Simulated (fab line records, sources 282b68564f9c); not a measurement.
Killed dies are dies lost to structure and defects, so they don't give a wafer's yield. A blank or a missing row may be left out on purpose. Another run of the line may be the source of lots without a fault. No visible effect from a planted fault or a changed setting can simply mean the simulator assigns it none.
A struck lot beside a sound one | flow ritCmos | 18 steps out of a route of 202
Sound: wafers L477.2, L477.3, L477.4. Wafers L485.2, L485.3, L485.5 were the ones struck. Last of all comes the cause.
At each step with rows: each side's tool, then ch and its chambers, then its first start. Under that, the readings that differ: sound wafers | struck wafers | difference of the means | sigmas: that difference in standard deviations of wafers without a fault.
alike: readings whose means differ by less than 2 such deviations, and words and numbers that are the same on both sides. not compared: withheld readings, readings that some wafer has no value for, bounds like >300 that may hide the same value, and numbers for which the record gives no deviation and whose values overlap.
Wherever a step has rows on one side only, a row that says differs or no value, or a row with sigmas, the two part there. Numbers that have no deviation but don't overlap get no sigmas and don't part them. A reading that every wafer of one side lacks parts them only if that side has two wafers or more.

RIT_CONTACT_OVL_MEAS_09:
  sound on overlay-02 at day 3 18:20; struck on overlay-01 at day 5 16:38
  alike: CONTACT_OVL
then, 1 step without rows for these wafers: RIT_CONTACT_HARDBAKE_10 (time 60 s).
RIT_CONTACT_ETCH_11: etches SiO2 in CHF3/CF4/Ar, stops on TiSi2, target depth 480 nm, time 320 s.
  sound on rieDiel-02 ch 0,1,3, day 3 18:31; struck on rieDiel-02 ch 0,1,2, day 5 16:49
  alike: drypumpMotorCurrentA, oesProductAu, throttleValvePct
  not compared: rfHoursCounterH
RIT_CONTACT_STRIP_12: strips in O2, time 180 s.
  sound on plasmaAsher-01 ch 0,1, day 3 18:43; struck on plasmaAsher-02 ch 0, day 5 17:00
  alike: drypumpMotorCurrentA
  not compared: rfHoursCounterH
RIT_CONTACT_CD_MEAS_90: the cd target is 1000 nm.
  sound on cdSem-02 at day 3 18:55; struck on cdSem-01 at day 5 17:12
  alike: cdNm
then, 2 steps without rows for these wafers: RIT_CONTACT_CLEAN_13 (cleans in SC1, time 600 s); RIT_CONTACT_CLEAN_14 (cleans in SC2, time 600 s).
RIT_M1_SPUTTER_00: material Al, target thk 400 nm, time 500 s.
  sound on pvdSputter-02 at day 3 19:32; struck on pvdSputter-02 at day 5 17:40
  alike: throttleValvePct
RIT_M1_RS_MEAS_01: uses a four-point probe to measure.
  sound on filmMetro-04 at day 3 19:50; struck on filmMetro-04 at day 5 17:59
  alike: M1_AL_RS
RIT_M1_THK_MEAS_02: measures by xrf.
  sound on filmMetro-04 at day 3 19:57; struck on filmMetro-04 at day 5 18:05
  alike: M1_AL_THK
then, 2 steps without rows for these wafers: RIT_M1_HMDS_03 (prime time 60 s); RIT_M1_COAT_04 (resist thk 1300 nm).
RIT_M1_SOFTBAKE_05: time 60 s.
  sound on lithoTrack-02 ch 0, day 3 20:20; struck on lithoTrack-02 ch 0, day 5 18:28
reading               | sound             | struck            | difference | sigmas
heaterPowerTotalW (W) | 34.51 34.54 34.53 | 33.53 33.52 33.53 | -1.00      | -22
plateTempC (C)        | 89.99 90.11 90.11 | 87.99 88.00 88.09 | -2.04      | -19
then, 2 steps without rows for these wafers: RIT_M1_EXPOSE_06 (exposes mask M12, target cd 2600 nm); RIT_M1_PEB_07.
RIT_M1_DEVELOP_08: develop time 68 s.
  sound on lithoTrack-02 ch 0; struck on lithoTrack-02 ch 0
  not compared: model.NOVOLAK_of_M1_COAT_04.thkNm
RIT_M1_CD_MEAS_09: the cd target is 2600 nm.
  sound on cdSem-02 at day 3 20:54; struck on cdSem-02 at day 5 19:16
  alike: cdNm
RIT_M1_PROBE_99:
  sound on prober-02 at day 4 00:55; struck on prober-02 at day 5 22:43
reading     | sound | struck | difference | sigmas
killedShort | 1 1 1 | 5 4 6  | +4         | +2
  alike: defectLimitedYield, killedAtContacts, killedAtFrontEnd, killedDies, killedOpen, sort_bin_3_pad_short, sort_bin_5_function, sort_bin_6_memory, sortNPass, sortYieldPct

## WHERE THEY PART
First at RIT_M1_SOFTBAKE_05; last, within this record, at RIT_M1_PROBE_99.

WHY: what had been put in by the simulator
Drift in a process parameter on lithoTrack-02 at RIT_M1_SOFTBAKE_05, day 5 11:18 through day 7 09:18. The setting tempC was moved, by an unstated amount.
